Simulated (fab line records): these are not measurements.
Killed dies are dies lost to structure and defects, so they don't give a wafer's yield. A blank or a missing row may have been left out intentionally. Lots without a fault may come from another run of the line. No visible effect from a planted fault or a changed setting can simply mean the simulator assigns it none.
A sampling plan put to the test    flow rit_cmos    one fab line, 30 faults that these records tell of, each judged on the records of the lots that it struck; 1 more is left out, because the records don't allow judging it
The line's own looks make up the plan; these are the steps of the route where a gauge or inspection reads the wafer and leaves it unchanged. Where struck wafers have a number at a look and the file lists that look's usual mean and standard deviation on fault-free wafers, the look can be judged. Caught: a look later than the fault's first step finds the struck wafers' mean 4 or more of those standard deviations (sigma) from the usual mean. On the tool: the identical test, applied to the tool's own readings at the steps of the fault. Also counted as caught: the struck wafers showing another recipe, or a record that is empty for them alone.

== THE FAULTS, as the simulator had put them in ==
1. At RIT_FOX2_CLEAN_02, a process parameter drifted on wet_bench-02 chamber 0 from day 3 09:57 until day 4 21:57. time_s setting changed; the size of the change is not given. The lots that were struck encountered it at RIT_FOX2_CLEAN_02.
2. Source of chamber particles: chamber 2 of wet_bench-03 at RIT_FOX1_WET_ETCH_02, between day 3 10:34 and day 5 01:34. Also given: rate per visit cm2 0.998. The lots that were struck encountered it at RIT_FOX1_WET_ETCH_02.
3. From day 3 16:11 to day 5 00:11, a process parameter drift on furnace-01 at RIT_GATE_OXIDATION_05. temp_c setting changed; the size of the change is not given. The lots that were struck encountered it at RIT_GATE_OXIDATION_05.
4. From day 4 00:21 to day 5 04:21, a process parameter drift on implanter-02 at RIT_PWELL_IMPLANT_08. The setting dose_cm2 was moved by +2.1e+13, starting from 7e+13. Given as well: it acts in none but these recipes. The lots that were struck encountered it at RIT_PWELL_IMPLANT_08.
5. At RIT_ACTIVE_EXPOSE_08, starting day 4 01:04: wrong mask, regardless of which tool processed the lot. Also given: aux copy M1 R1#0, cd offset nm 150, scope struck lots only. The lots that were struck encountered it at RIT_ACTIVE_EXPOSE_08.
6. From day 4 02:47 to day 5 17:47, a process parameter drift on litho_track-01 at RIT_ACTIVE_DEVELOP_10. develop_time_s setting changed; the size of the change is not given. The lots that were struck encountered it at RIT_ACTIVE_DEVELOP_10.
7. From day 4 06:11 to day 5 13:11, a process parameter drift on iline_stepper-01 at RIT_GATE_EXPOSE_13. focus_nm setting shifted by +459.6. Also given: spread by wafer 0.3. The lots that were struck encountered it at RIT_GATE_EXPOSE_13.
8. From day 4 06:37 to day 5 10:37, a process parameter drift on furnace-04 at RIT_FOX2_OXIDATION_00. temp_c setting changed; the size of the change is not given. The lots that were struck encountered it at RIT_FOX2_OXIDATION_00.
9. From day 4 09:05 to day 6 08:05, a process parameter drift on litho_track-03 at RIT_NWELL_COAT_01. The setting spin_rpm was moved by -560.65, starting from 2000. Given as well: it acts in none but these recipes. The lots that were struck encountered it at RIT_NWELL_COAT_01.
10. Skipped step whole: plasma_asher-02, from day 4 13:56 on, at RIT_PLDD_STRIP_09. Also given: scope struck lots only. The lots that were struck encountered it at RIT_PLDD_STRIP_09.
11. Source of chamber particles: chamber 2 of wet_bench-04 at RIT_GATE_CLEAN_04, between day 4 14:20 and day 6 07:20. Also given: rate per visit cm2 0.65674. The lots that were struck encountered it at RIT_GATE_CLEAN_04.
12. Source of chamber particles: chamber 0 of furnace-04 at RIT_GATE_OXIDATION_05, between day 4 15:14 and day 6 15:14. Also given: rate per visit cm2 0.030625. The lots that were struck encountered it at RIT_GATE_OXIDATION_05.
13. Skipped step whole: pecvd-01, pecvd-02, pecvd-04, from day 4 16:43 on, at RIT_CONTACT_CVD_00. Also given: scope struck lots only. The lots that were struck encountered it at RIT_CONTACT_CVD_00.
14. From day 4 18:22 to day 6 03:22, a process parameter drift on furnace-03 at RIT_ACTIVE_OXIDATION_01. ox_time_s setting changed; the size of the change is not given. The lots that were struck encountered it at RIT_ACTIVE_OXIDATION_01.
15. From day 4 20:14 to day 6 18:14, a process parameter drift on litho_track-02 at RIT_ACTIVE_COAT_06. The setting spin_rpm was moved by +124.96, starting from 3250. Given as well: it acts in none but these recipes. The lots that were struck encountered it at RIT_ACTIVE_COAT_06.
16. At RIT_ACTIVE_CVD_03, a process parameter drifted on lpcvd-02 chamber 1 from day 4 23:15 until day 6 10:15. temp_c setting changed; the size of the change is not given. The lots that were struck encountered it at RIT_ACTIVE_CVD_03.
17. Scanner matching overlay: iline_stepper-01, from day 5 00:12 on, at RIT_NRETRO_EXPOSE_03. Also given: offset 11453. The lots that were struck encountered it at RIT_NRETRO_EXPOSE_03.
18. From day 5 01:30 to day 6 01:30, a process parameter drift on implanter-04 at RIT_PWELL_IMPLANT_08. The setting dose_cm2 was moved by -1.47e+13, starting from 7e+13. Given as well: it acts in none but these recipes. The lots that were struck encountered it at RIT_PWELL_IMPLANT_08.
19. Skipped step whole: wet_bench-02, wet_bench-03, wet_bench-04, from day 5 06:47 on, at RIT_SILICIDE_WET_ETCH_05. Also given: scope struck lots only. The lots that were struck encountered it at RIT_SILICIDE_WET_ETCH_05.
20. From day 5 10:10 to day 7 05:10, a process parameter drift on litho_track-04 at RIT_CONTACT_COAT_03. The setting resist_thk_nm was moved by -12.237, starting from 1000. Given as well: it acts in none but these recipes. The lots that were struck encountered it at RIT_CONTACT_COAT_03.
21. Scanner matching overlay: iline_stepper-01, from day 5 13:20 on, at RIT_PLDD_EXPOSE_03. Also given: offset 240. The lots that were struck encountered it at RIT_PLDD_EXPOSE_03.
22. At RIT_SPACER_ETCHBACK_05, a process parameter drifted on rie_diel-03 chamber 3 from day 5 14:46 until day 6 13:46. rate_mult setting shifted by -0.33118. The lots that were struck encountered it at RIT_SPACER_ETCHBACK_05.
23. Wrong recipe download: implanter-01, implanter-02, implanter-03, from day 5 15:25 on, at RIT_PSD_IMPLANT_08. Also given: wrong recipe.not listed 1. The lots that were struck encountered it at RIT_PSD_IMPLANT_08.
24. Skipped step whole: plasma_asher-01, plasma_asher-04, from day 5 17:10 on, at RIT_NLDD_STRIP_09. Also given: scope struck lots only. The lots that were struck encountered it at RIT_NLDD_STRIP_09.
25. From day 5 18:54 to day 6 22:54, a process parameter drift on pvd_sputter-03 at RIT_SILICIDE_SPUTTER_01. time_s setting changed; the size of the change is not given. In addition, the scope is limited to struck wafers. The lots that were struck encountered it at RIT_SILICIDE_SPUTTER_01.
26. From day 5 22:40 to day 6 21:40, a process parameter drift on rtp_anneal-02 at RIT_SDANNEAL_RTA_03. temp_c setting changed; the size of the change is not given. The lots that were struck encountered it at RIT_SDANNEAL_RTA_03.
27. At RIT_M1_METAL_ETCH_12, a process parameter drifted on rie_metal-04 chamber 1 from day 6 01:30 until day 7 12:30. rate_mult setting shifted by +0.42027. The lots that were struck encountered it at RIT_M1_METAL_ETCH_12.
28. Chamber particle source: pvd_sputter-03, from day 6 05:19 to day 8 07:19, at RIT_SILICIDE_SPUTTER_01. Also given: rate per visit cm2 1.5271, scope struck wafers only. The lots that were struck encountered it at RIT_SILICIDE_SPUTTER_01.
29. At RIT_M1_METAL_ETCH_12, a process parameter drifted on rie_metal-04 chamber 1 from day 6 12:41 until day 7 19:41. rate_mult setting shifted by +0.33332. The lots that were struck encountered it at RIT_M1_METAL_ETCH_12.
30. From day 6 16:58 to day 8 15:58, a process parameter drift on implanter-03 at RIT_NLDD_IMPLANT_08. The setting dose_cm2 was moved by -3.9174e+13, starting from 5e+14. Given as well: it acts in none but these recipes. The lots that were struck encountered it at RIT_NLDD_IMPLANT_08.

== WHAT THE PLAN SAW ==
fault  on the tool itself                                first look that catches it                       reading, sigma                                                   median hours from its first step to that look  hours from the fault's start to the first struck lot there  judged looks passed uncaught
1      run_length_s +99 or beyond sigma                  RIT_FOX2_THK_MEAS_90                             FIELD_OXIDE_LEFT_1_THK -5.3                                      0.8                                            4                                                           0
2      no reading that can be judged                     not the one look that can be judged after it     -                                                                -                                              -                                                           1
3      tube_center_temp_C -99 or beyond sigma            RIT_GATE_THK_MEAS_07                             GATE_OXIDE_THK -7.9                                              2.4                                            1                                                           0
4      dose_ions_cm2 +99 or beyond sigma                 RIT_PWELL_TW_MEAS_10                             PWELL_TW +16                                                     0.3                                            14                                                          0
5      under 2 sigma                                     RIT_ACTIVE_CD_MEAS_11                            cd_nm +99 or beyond                                              0.4                                            4                                                           0
6      no reading that can be judged                     RIT_ACTIVE_CD_MEAS_11                            cd_nm -9.2                                                       1.0                                            5                                                           0
7      exposure_dose_mJ_cm2 -61 sigma                    RIT_GATE_CD_MEAS_16                              cd_nm -36                                                        0.4                                            18                                                          0
8      spike_tc_centre_C +10 sigma                       none of the 8 looks that can be judged after it  strongest: FIELD_OXIDE_LEFT_1_THK at RIT_FOX2_THK_MEAS_90, +2.0  -                                              -                                                           8
9      spin_speed_rpm -99 or beyond sigma                not the one look that can be judged after it     -                                                                -                                              -                                                           1
10     the tool's record is blank for the struck wafers  no look after it can be judged                   -                                                                -                                              -                                                           0
11     no reading that can be judged                     none of the 2 looks that can be judged after it  -                                                                -                                              -                                                           2
12     under 2 sigma                                     no look after it can be judged                   -                                                                -                                              -                                                           0
13     the tool's record is blank for the struck wafers  no look after it can be judged                   -                                                                -                                              -                                                           0
14     no reading that can be judged                     RIT_ACTIVE_THK_MEAS_02                           ACTIVE_OXIDE_THK +6.4                                            1.9                                            7                                                           0
15     spin_speed_rpm +66 sigma                          not the one look that can be judged after it     -                                                                -                                              -                                                           1
16     susceptor_temp_C -22 sigma                        RIT_ACTIVE_THK_MEAS_04                           ACTIVE_NITRIDE_THK -11                                           1.4                                            4                                                           0
17     no reading that can be judged                     no look after it can be judged                   -                                                                -                                              -                                                           0
18     dose_ions_cm2 -99 or beyond sigma                 RIT_PWELL_TW_MEAS_10                             PWELL_TW -14                                                     0.3                                            3                                                           0
19     the tool's record is blank for the struck wafers  no look after it can be judged                   -                                                                -                                              -                                                           0
20     under 2 sigma                                     none of the 2 looks that can be judged after it  -                                                                -                                              -                                                           2
21     no reading that can be judged                     RIT_PLDD_OVL_MEAS_06                             PLDD_OVL +99 or beyond                                           0.4                                            7                                                           0
22     oes_product_au -8.1 sigma                         no look after it can be judged                   -                                                                -                                              -                                                           0
23     no reading that can be judged                     RIT_PSD_TW_MEAS_10                               PSD_TW -17                                                       0.3                                            3                                                           0
24     the tool's record is blank for the struck wafers  RIT_PLDD_TW_MEAS_10                              PLDD_TW -93                                                      1.7                                            4                                                           0
25     under 2 sigma                                     RIT_SILICIDE_RS_MEAS_02                          SILICIDE_TI_RS -4.5                                              0.2                                            5                                                           0
26     wafer_temp_C_max +28 sigma                        RIT_SDANNEAL_RS_MEAS_04                          PSD_RS -91                                                       0.1                                            4                                                           0
27     under 2 sigma                                     not the one look that can be judged after it     strongest: cd_nm at RIT_M1_CD_MEAS_90, -3.1                      -                                              -                                                           1
28     under 2 sigma                                     no look after it can be judged                   -                                                                -                                              -                                                           0
29     under 2 sigma                                     no look after it can be judged                   -                                                                -                                              -                                                           0
30     dose_ions_cm2 -71 sigma                           RIT_SDANNEAL_RS_MEAS_07                          NLDD_RS +24                                                      9.9                                            23                                                          0
Dash: fault not caught, or number not given in these records.

Caught at a look: 15 of 30. Caught on the tool: 16 of 30. By one or the other: 22 of 30.
Faults 8, 9, 10, 13, 15, 19, 22 were caught on the tool alone.
Caught at a look alone: faults 5, 6, 14, 21, 23, 25.
Caught by neither: faults 2, 11, 12, 17, 20, 27, 28, 29.

== THINNER SAMPLING ==
In the worst case, this is how late the first struck lot would be measured if the look that catches a fault measured only every second or every third lot, by lot number:
fault  struck lots at that look, in order of time  every lot  every second lot  every third lot
1      L298                                        4 h        may miss it       may miss it
3      L678, L679, L680, L681                      1 h        3 h               10 h
4      L634, L635                                  14 h       17 h              may miss all 2
5      L552                                        4 h        may miss it       may miss it
6      L859, L860                                  5 h        11 h              may miss all 2
7      L842, L844                                  18 h       may miss all 2    may miss all 2
14     L965, L967                                  7 h        may miss all 2    may miss all 2
16     L221, L222                                  4 h        8 h               may miss all 2
18     L128, L129                                  3 h        7 h               may miss all 2
21     L733, L735, L739                            7 h        may miss all 3    may miss all 3
23     L114, L115, L116, L117                      3 h        7 h               11 h
24     L987, L988, L989                            4 h        12 h              12 h
25     L342, L344, L346                            5 h        may miss all 3    23 h
26     L468, L470                                  4 h        may miss all 2    may miss all 2
30     L473, L475                                  23 h       may miss all 2    may miss all 2
Hours are from the fault's start to the first struck lot that is measured. 4 sigma limit: tested on the pooled struck wafers, so a lone lot may be under it. Other struck lots may not be in these records.

== THE LONGEST TIMED WAY FROM STEP TO LOOK ==
Fault 30: median gap of 9.9 hours between RIT_NLDD_IMPLANT_08 and RIT_SDANNEAL_RS_MEAS_07. No look between them can be judged.
